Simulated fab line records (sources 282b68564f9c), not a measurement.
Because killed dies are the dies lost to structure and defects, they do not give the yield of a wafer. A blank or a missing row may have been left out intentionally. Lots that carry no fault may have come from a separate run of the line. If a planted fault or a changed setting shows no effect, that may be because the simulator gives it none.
fab line records	flow rit_cmos
record lots=15	wafers=45	last_day=7
route steps=202 shown NRETRO@56 M1@193
lots with no fault: from the same line, run without faults
start_h: the number of hours between the record's first day and the start of the first shown wafer of the lot	wait_h: how many hours have passed since the lot's step before this one	" as in the row above	L1.1+2: a single row standing in for several wafers	- value missing, or start not given	* or withheld: withheld	< > ~ a bound
route shown NAME@n: NAME is a module with steps in the file, n the number in the route of the first one	usual: average and standard deviation across the fault-free wafers	same: alike in all rows	chamber/n: place in a boat	sites: each site's reading	_std_site: how widely they spread, as a standard deviation	_edge_site: outer sites' mean less inner sites'	radius_mm: for every site, how far away it sits from the centre of the wafer	mask NAME#n: copy n	behind: the most recent tool/chamber to have shaped the wafer	hold: cause of the lot's hold/its duration in hours/its outcome	device: the transistor (n, p or np) that didn't switch	end of line: the tests these same wafers got at the end of their route	a step without rows: its recipe alone	killed: not the wafer's yield, but the dies lost to structure and defects at the first sort	map: a wafer's dies, marking killed ones x, the rest . and places with no die _
set.NAME: the setting that was run; set.NAME@STEP: the one run at that earlier step	model.NAME: the simulator's own value behind a step, which no gauge read
steps of the route over a sample of lots; a table a step, a row a wafer
services: a tool's chamber out of use, with start hour (start_h, from the record's first day; less than 0 if before it), hours out, and reason
## steps
# step RIT_NRETRO_EXPOSE_03
# recipe mask_id=M4	na=0.57	target_cd_nm=43900	dose_mj=250
lot.wafer	tool	chamber	start_h	wait_h	mask
L175.2+3+4	iline_stepper-02	0	30.49	0.2	M4#0
L177.3+4+5	iline_stepper-01	0	38.61	0.1	M4#0
L178.1+2+6	iline_stepper-02	0	43.78	0.2	M4#0
L179.1+4+5	iline_stepper-01	0	49.83	0.2	M4#0
L180.1+2+6	iline_stepper-01	0	54.79	0.1	M4#0
L181.1+4+6	iline_stepper-01	0	61.19	0.1	M4#0
L183.1+2+4	iline_stepper-02	0	69.31	0.5	M4#0
L184.1+3+6	iline_stepper-02	0	74.04	0.1	M4#0
L187.2+3+5	iline_stepper-02	0	89.86	0.2	M4#0
L188.2+5+6	iline_stepper-02	0	94.81	0.1	M4#0
L190.1+2+4	iline_stepper-01	0	103.21	0.1	M4#0
L192.3+4+5	iline_stepper-02	0	114.94	0.2	M4#0
L196.2+4+6	iline_stepper-01	0	133.66	0.2	M4#0
L197.3+4+5	iline_stepper-01	0	139.69	0.1	M4#0
L198.1+2+3	iline_stepper-01	0	146.24	0.1	M4#0
# step RIT_NRETRO_OVL_MEAS_06
# usual NRETRO_OVL=-0.2/1.5
lot.wafer	tool	chamber	start_h	wait_h	NRETRO_OVL[nm]
L175.2	overlay-02	-	30.91	-	1.6
L175.3	"	-	"	"	0.1
L175.4	"	-	"	"	0.4
L177.3	overlay-02	-	39.04	-	-1.5
L177.4	"	-	"	"	-0.4
L177.5	"	-	"	"	-0.9
L178.1	overlay-01	-	44.21	-	0.3
L178.2	"	-	"	"	0.3
L178.6	"	-	"	"	-0.3
L179.1	overlay-01	-	50.26	-	-1.1
L179.4	"	-	"	"	-1.6
L179.5	"	-	"	"	-2.4
L180.1	overlay-02	-	55.32	-	-3.5
L180.2	"	-	"	"	-3.3
L180.6	"	-	"	"	-3.3
L181.1	overlay-01	-	61.62	-	1.2
L181.4	"	-	"	"	2.0
L181.6	"	-	"	"	1.0
L183.1	overlay-01	-	69.74	-	0.9
L183.2	"	-	"	"	0.3
L183.4	"	-	"	"	-0.2
L184.1	overlay-01	-	74.47	-	-2.2
L184.3	"	-	"	"	0.4
L184.6	"	-	"	"	-0.8
L187.2	overlay-02	-	90.27	-	-298.7
L187.3	"	-	"	"	-299.4
L187.5	"	-	"	"	-299.3
L188.2	overlay-01	-	95.23	-	-298.2
L188.5	"	-	"	"	-297.7
L188.6	"	-	"	"	-297.4
L190.1	overlay-01	-	103.64	-	-1.7
L190.2	"	-	"	"	-1.8
L190.4	"	-	"	"	-1.9
L192.3	overlay-02	-	115.35	-	-297.9
L192.4	"	-	"	"	-299.3
L192.5	"	-	"	"	-297.6
L196.2	overlay-02	-	134.08	-	-1.4
L196.4	"	-	"	"	-1.2
L196.6	"	-	"	"	-2.8
L197.3	overlay-02	-	140.21	-	1.0
L197.4	"	-	"	"	2.2
L197.5	"	-	"	"	2.6
L198.1	overlay-02	-	146.67	-	-1.5
L198.2	"	-	"	"	-0.9
L198.3	"	-	"	"	-1.1
# step RIT_M1_CD_MEAS_09
# recipe target_cd_nm=2600
# usual cd_nm=2599.9/2.7
lot.wafer	tool	chamber	start_h	wait_h	cd_nm
L175.2	cd_sem-02	-	55.63	-	2601.4
L175.3	"	-	"	"	2601.7
L175.4	"	-	"	"	2600.8
L177.3	cd_sem-02	-	66.30	-	2600.0
L177.4	"	-	"	"	2597.9
L177.5	"	-	"	"	2597.3
L178.1	cd_sem-02	-	70.62	-	2595.9
L178.2	"	-	"	"	2595.3
L178.6	"	-	"	"	2595.2
L179.1	cd_sem-01	-	74.81	-	2599.4
L179.4	"	-	"	"	2599.0
L179.5	"	-	"	"	2598.8
L180.1	cd_sem-02	-	79.46	-	2597.4
L180.2	"	-	"	"	2596.6
L180.6	"	-	"	"	2598.5
L181.1	cd_sem-01	-	86.79	-	2599.5
L181.4	"	-	"	"	2600.0
L181.6	"	-	"	"	2601.1
L183.1	cd_sem-01	-	96.71	-	2600.3
L183.2	"	-	"	"	2597.6
L183.4	"	-	"	"	2598.8
L184.1	cd_sem-02	-	98.67	-	2600.3
L184.3	"	-	"	"	2599.1
L184.6	"	-	"	"	2597.6
L187.2	cd_sem-01	-	114.77	-	2597.8
L187.3	"	-	"	"	2597.1
L187.5	"	-	"	"	2597.0
L188.2	cd_sem-02	-	120.82	-	2599.9
L188.5	"	-	"	"	2600.2
L188.6	"	-	"	"	2598.2
L190.1	cd_sem-02	-	128.62	-	2603.1
L190.2	"	-	"	"	2605.8
L190.4	"	-	"	"	2603.7
L192.3	cd_sem-02	-	140.08	-	2601.1
L192.4	"	-	"	"	2600.4
L192.5	"	-	"	"	2600.2
L196.2	cd_sem-01	-	159.15	-	2597.7
L196.4	"	-	"	"	2599.1
L196.6	"	-	"	"	2599.3
L197.3	cd_sem-01	-	165.29	-	2600.0
L197.4	"	-	"	"	2600.2
L197.5	"	-	"	"	2597.6
L198.1	cd_sem-01	-	172.06	-	2601.6
L198.2	"	-	"	"	2603.3
L198.3	"	-	"	"	2601.7
# step RIT_M1_OVL_MEAS_10
# usual M1_OVL=0.9/1.5
lot.wafer	tool	chamber	start_h	wait_h	M1_OVL[nm]
L175.2	overlay-01	-	55.74	0.1	0.1
L175.3	"	-	"	"	-1.0
L175.4	"	-	"	"	-0.4
L177.3	overlay-02	-	66.39	0.1	-0.1
L177.4	"	-	"	"	2.1
L177.5	"	-	"	"	2.2
L178.1	overlay-01	-	70.74	0.1	0.0
L178.2	"	-	"	"	1.9
L178.6	"	-	"	"	1.3
L179.1	overlay-02	-	74.93	0.1	2.6
L179.4	"	-	"	"	1.7
L179.5	"	-	"	"	1.7
L180.1	overlay-02	-	79.58	0.1	-1.0
L180.2	"	-	"	"	1.2
L180.6	"	-	"	"	-0.5
L181.1	overlay-02	-	86.91	0.1	0.4
L181.4	"	-	"	"	3.1
L181.6	"	-	"	"	1.4
L183.1	overlay-02	-	96.83	0.1	1.2
L183.2	"	-	"	"	-0.1
L183.4	"	-	"	"	2.5
L184.1	overlay-01	-	98.79	0.1	-0.8
L184.3	"	-	"	"	-0.4
L184.6	"	-	"	"	0.2
L187.2	overlay-01	-	114.88	0.1	1.9
L187.3	"	-	"	"	0.3
L187.5	"	-	"	"	-0.4
L188.2	overlay-02	-	120.93	0.1	0.4
L188.5	"	-	"	"	-1.6
L188.6	"	-	"	"	-0.8
L190.1	overlay-02	-	128.74	0.1	0.4
L190.2	"	-	"	"	-2.7
L190.4	"	-	"	"	-1.4
L192.3	overlay-01	-	140.17	0.1	4.1
L192.4	"	-	"	"	4.4
L192.5	"	-	"	"	2.3
L196.2	overlay-01	-	159.26	0.1	-1.1
L196.4	"	-	"	"	-0.5
L196.6	"	-	"	"	-0.8
L197.3	overlay-02	-	165.38	0.1	2.4
L197.4	"	-	"	"	2.2
L197.5	"	-	"	"	2.1
L198.1	overlay-02	-	172.18	0.1	-0.8
L198.2	"	-	"	"	2.7
L198.3	"	-	"	"	3.0
# step RIT_M1_PROBE_99
# usual killed_at_M0_to_M3=0.0/0.14	killed_at_contacts=0.0/0.22	killed_at_front_end=7/3	killed_dies=7/3.1	killed_on_rim=1.9/1.3	killed_open=3.4/2.1	killed_short=3.2/1.9
# same gross_dies=264	killed_at_M4_up=0	killed_at_back_side=0	killed_at_other=0
lot.wafer	tool	chamber	start_h	wait_h	killed_at_M0_to_M3	killed_at_contacts	killed_at_front_end	killed_dies	killed_on_rim	killed_open	killed_short
L175.2	prober-01	-	58.50	0.1	0	0	5	5	1	1	4
L175.3	prober-01	-	58.55	0.2	0	0	13	13	5	5	8
L175.4	prober-01	-	58.60	0.2	0	0	9	9	5	5	4
L177.3	prober-01	-	69.02	0.2	0	0	2	2	1	1	1
L177.4	prober-01	-	69.07	0.2	0	0	6	6	1	3	3
L177.5	prober-01	-	69.12	0.2	0	0	2	2	0	1	1
L178.1	prober-01	-	73.28	0.1	0	0	6	6	3	2	4
L178.2	prober-01	-	73.33	0.1	0	0	7	7	0	4	3
L178.6	prober-01	-	73.53	0.2	1	0	7	8	2	4	4
L179.1	prober-02	-	78.70	0.1	0	0	9	9	3	7	2
L179.4	prober-02	-	78.85	0.2	0	1	7	8	0	6	2
L179.5	prober-02	-	78.90	0.2	0	0	10	10	4	6	4
L180.1	prober-01	-	82.12	0.1	0	0	5	5	2	2	3
L180.2	prober-01	-	82.17	0.1	0	0	6	6	2	2	4
L180.6	prober-01	-	82.37	0.2	0	0	7	7	4	4	3
L181.1	prober-02	-	90.10	0.1	0	0	7	7	1	6	1
L181.4	prober-02	-	90.25	0.2	0	0	4	4	2	2	2
L181.6	prober-02	-	90.35	0.2	0	0	11	11	3	4	7
L183.1	prober-02	-	99.56	0.1	0	0	4	4	3	3	1
L183.2	prober-02	-	99.61	0.1	0	0	7	7	2	4	3
L183.4	prober-02	-	99.71	0.2	0	0	6	6	1	2	4
L184.1	prober-01	-	101.50	0.1	0	0	2	2	2	2	0
L184.3	prober-01	-	101.60	0.2	0	0	9	9	2	4	5
L184.6	prober-01	-	101.75	0.2	0	0	6	6	2	1	5
L187.2	prober-02	-	117.48	0.1	0	0	10	10	3	7	3
L187.3	prober-02	-	117.53	0.2	0	0	12	12	1	6	6
L187.5	prober-02	-	117.63	0.2	0	0	9	9	2	4	5
L188.2	prober-01	-	123.63	0.1	0	0	13	13	2	5	8
L188.5	prober-01	-	123.78	0.2	0	0	3	3	0	0	3
L188.6	prober-01	-	123.83	0.2	0	0	7	7	0	6	1
L190.1	prober-01	-	131.29	0.1	0	0	4	4	2	4	0
L190.2	prober-01	-	131.34	0.1	0	0	6	6	1	3	3
L190.4	prober-01	-	131.44	0.2	0	0	11	11	3	8	3
L192.3	prober-01	-	143.71	0.2	0	0	4	4	1	4	0
L192.4	prober-01	-	143.76	0.2	0	0	3	3	1	3	0
L192.5	prober-01	-	143.81	0.2	0	0	10	10	1	3	7
L196.2	prober-01	-	161.97	0.1	0	0	2	2	1	0	2
L196.4	prober-01	-	162.07	0.2	0	0	4	4	3	2	2
L196.6	prober-01	-	162.17	0.2	0	0	8	8	2	4	4
L197.3	prober-02	-	168.77	0.2	0	0	11	11	4	6	5
L197.4	prober-02	-	168.82	0.2	1	0	4	5	2	3	2
L197.5	prober-02	-	168.87	0.2	0	1	4	5	2	3	2
L198.1	prober-01	-	175.09	0.1	0	0	6	6	2	3	3
L198.2	prober-01	-	175.14	0.1	0	0	4	4	0	1	3
L198.3	prober-01	-	175.19	0.2	0	0	3	3	2	2	1
# killed by level:class
L175.2 GATE:geometric_particle:short=3 GATE:geometric_particle:open=1 REOX:geometric_particle:short=1
L175.3 GATE:geometric_particle:open=4 SILICIDE:geometric_particle:short=3 REOX:geometric_particle:short=2 FOX1:geometric_particle:short=1 GATE:geometric_particle:short=1 SPACER:geometric_particle:short=1 SPACER:geometric_particle:open=1
L175.4 GATE:geometric_particle:open=3 FOX1:geometric_particle:open=2 FOX1:geometric_particle:short=2 GATE:geometric_particle:short=2
L177.3 GATE:geometric_particle:short=1 REOX:geometric_particle:open=1
L177.4 REOX:geometric_particle:open=2 REOX:geometric_particle:short=2 FOX2:geometric_particle:short=1 SILICIDE:geometric_particle:open=1
L177.5 GATE:geometric_particle:open=1 REOX:geometric_particle:short=1
L178.1 SPACER:geometric_particle:short=2 FOX2:geometric_particle:short=1 GATE:geometric_particle:open=1 REOX:geometric_particle:short=1 SILICIDE:geometric_particle:open=1
L178.2 FOX2:geometric_particle:open=2 GATE:geometric_particle:open=2 FOX2:geometric_particle:short=1 REOX:geometric_particle:short=1 SPACER:geometric_particle:short=1
L178.6 FOX1:geometric_particle:open=1 FOX2:geometric_particle:open=1 GATE:geometric_particle:short=1 GATE:geometric_particle:open=1 REOX:geometric_particle:short=1 REOX:geometric_particle:open=1 SPACER:geometric_particle:short=1 M1:geometric_particle:short=1
L179.1 GATE:geometric_particle:open=5 FOX2:geometric_particle:short=1 FOX2:geometric_particle:open=1 SPACER:geometric_particle:short=1 SILICIDE:geometric_particle:open=1
L179.4 GATE:geometric_particle:open=4 GATE:geometric_particle:short=1 SPACER:geometric_particle:short=1 SPACER:geometric_particle:open=1 CONTACT:geometric_particle:open=1
L179.5 GATE:geometric_particle:open=2 SILICIDE:geometric_particle:open=2 GATE:geometric_particle:short=1 REOX:geometric_particle:short=1 REOX:geometric_particle:open=1 SPACER:geometric_particle:short=1 SPACER:geometric_particle:open=1 SILICIDE:geometric_particle:short=1
L180.1 FOX1:geometric_particle:short=2 GATE:geometric_particle:open=1 GATE:geometric_particle:short=1 SILICIDE:geometric_particle:open=1
L180.2 FOX2:geometric_particle:short=2 GATE:geometric_particle:short=2 GATE:geometric_particle:open=2
L180.6 GATE:geometric_particle:short=3 GATE:geometric_particle:open=2 FOX1:geometric_particle:open=1 SPACER:geometric_particle:open=1
L181.1 GATE:geometric_particle:open=2 SILICIDE:geometric_particle:open=2 FOX1:geometric_particle:open=1 FOX2:geometric_particle:open=1 SILICIDE:geometric_particle:short=1
L181.4 FOX1:geometric_particle:open=1 FOX2:geometric_particle:open=1 FOX2:geometric_particle:short=1 SILICIDE:geometric_particle:short=1
L181.6 GATE:geometric_particle:short=5 GATE:geometric_particle:open=3 FOX1:geometric_particle:short=1 FOX2:geometric_particle:open=1 FOX2:geometric_particle:short=1
L183.1 GATE:geometric_particle:open=3 GATE:geometric_particle:short=1
L183.2 GATE:geometric_particle:open=4 GATE:geometric_particle:short=2 FOX1:geometric_particle:short=1
L183.4 REOX:geometric_particle:short=2 FOX1:geometric_particle:short=1 FOX1:geometric_particle:open=1 GATE:geometric_particle:open=1 SILICIDE:geometric_particle:short=1
L184.1 GATE:geometric_particle:open=2
L184.3 GATE:geometric_particle:short=3 GATE:geometric_particle:open=2 FOX1:geometric_particle:open=1 REOX:geometric_particle:open=1 SPACER:geometric_particle:short=1 SILICIDE:geometric_particle:short=1
L184.6 GATE:geometric_particle:short=3 FOX1:geometric_particle:short=1 GATE:geometric_particle:open=1 REOX:geometric_particle:short=1
L187.2 FOX1:geometric_particle:open=2 GATE:geometric_particle:open=2 SILICIDE:geometric_particle:open=2 FOX1:geometric_particle:short=1 GATE:geometric_particle:short=1 SPACER:geometric_particle:open=1 SPACER:geometric_particle:short=1
L187.3 GATE:geometric_particle:short=3 GATE:geometric_particle:open=2 REOX:geometric_particle:short=2 FOX1:geometric_particle:open=1 REOX:geometric_particle:open=1 SPACER:geometric_particle:open=1 SILICIDE:geometric_particle:short=1 SILICIDE:geometric_particle:open=1
L187.5 GATE:geometric_particle:short=3 GATE:geometric_particle:open=2 REOX:geometric_particle:open=1 REOX:geometric_particle:short=1 SPACER:geometric_particle:open=1 SILICIDE:geometric_particle:short=1
L188.2 GATE:geometric_particle:short=4 REOX:geometric_particle:short=4 GATE:geometric_particle:open=3 REOX:geometric_particle:open=1 SILICIDE:geometric_particle:open=1
L188.5 FOX2:geometric_particle:short=1 REOX:geometric_particle:short=1 SPACER:geometric_particle:short=1
L188.6 REOX:geometric_particle:open=4 FOX1:geometric_particle:short=1 FOX1:geometric_particle:open=1 SPACER:geometric_particle:open=1
L190.1 GATE:geometric_particle:open=2 FOX2:geometric_particle:open=1 SPACER:geometric_particle:open=1
L190.2 SPACER:geometric_particle:short=2 FOX1:geometric_particle:open=1 GATE:geometric_particle:short=1 GATE:geometric_particle:open=1 SILICIDE:geometric_particle:open=1
L190.4 SILICIDE:geometric_particle:open=4 GATE:geometric_particle:open=2 FOX1:geometric_particle:open=1 FOX2:geometric_particle:short=1 GATE:geometric_particle:short=1 REOX:geometric_particle:short=1 REOX:geometric_particle:open=1
L192.3 SPACER:geometric_particle:open=2 FOX2:geometric_particle:open=1 REOX:geometric_particle:open=1
L192.4 FOX1:geometric_particle:open=2 GATE:geometric_particle:open=1
L192.5 REOX:geometric_particle:short=5 FOX1:geometric_particle:open=1 FOX2:geometric_particle:short=1 GATE:geometric_particle:open=1 GATE:geometric_particle:short=1 SILICIDE:geometric_particle:open=1
L196.2 FOX1:geometric_particle:short=1 GATE:geometric_particle:short=1
L196.4 GATE:geometric_particle:short=2 FOX1:geometric_particle:open=1 GATE:geometric_particle:open=1
L196.6 GATE:geometric_particle:open=2 GATE:geometric_particle:short=2 FOX1:geometric_particle:open=1 SPACER:geometric_particle:open=1 SPACER:geometric_particle:short=1 SILICIDE:geometric_particle:short=1
L197.3 SILICIDE:geometric_particle:open=4 SILICIDE:geometric_particle:short=2 FOX1:geometric_particle:open=1 GATE:geometric_particle:short=1 REOX:geometric_particle:short=1 SPACER:geometric_particle:open=1 SPACER:geometric_particle:short=1
L197.4 GATE:geometric_particle:open=2 FOX2:geometric_particle:open=1 GATE:geometric_particle:short=1 M1:geometric_particle:short=1
L197.5 FOX1:geometric_particle:short=1 GATE:geometric_particle:open=1 SPACER:geometric_particle:open=1 SILICIDE:geometric_particle:short=1 CONTACT:geometric_particle:open=1
L198.1 SILICIDE:geometric_particle:open=2 FOX1:geometric_particle:short=1 GATE:geometric_particle:short=1 REOX:geometric_particle:open=1 SILICIDE:geometric_particle:short=1
L198.2 FOX2:geometric_particle:short=1 GATE:geometric_particle:short=1 REOX:geometric_particle:short=1 SILICIDE:geometric_particle:open=1
L198.3 GATE:geometric_particle:open=2 GATE:geometric_particle:short=1
## services
tool	chamber	start_h	hours	kind
iline_stepper-01	-	29.45	1.7	pm
iline_stepper-02	-	49.07	1.7	pm
iline_stepper-01	-	66.70	5.9	repair
iline_stepper-02	-	108.06	4.4	pm
iline_stepper-01	0	132.16	-	calibration
## key
first_sign step=RIT_NRETRO_OVL_MEAS_06	reading=NRETRO_OVL	direction=down	sigmas=99+	usual=-0.2	struck=-298.4
effect none on later readings
met_at RIT_NRETRO_EXPOSE_03
struck_lots L187,L188,L192
tester_left_out L187,L188,L192
not_acting_at RIT_M1_CD_MEAS_09,RIT_M1_OVL_MEAS_10
onset_between 74.04 89.86
fault kind=scanner_matching_overlay	tool=iline_stepper-02	chamber=-	onset_h=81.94	steps=RIT_NRETRO_EXPOSE_03	offset=-300
# tester_left_out: of these lots the tester's yield and bins aren't shown, on N5 and GAA mostly nor the transistor test; their killed dies are dies lost to structure and defects alone, not to doping, threshold or leakage, so they don't give the yield
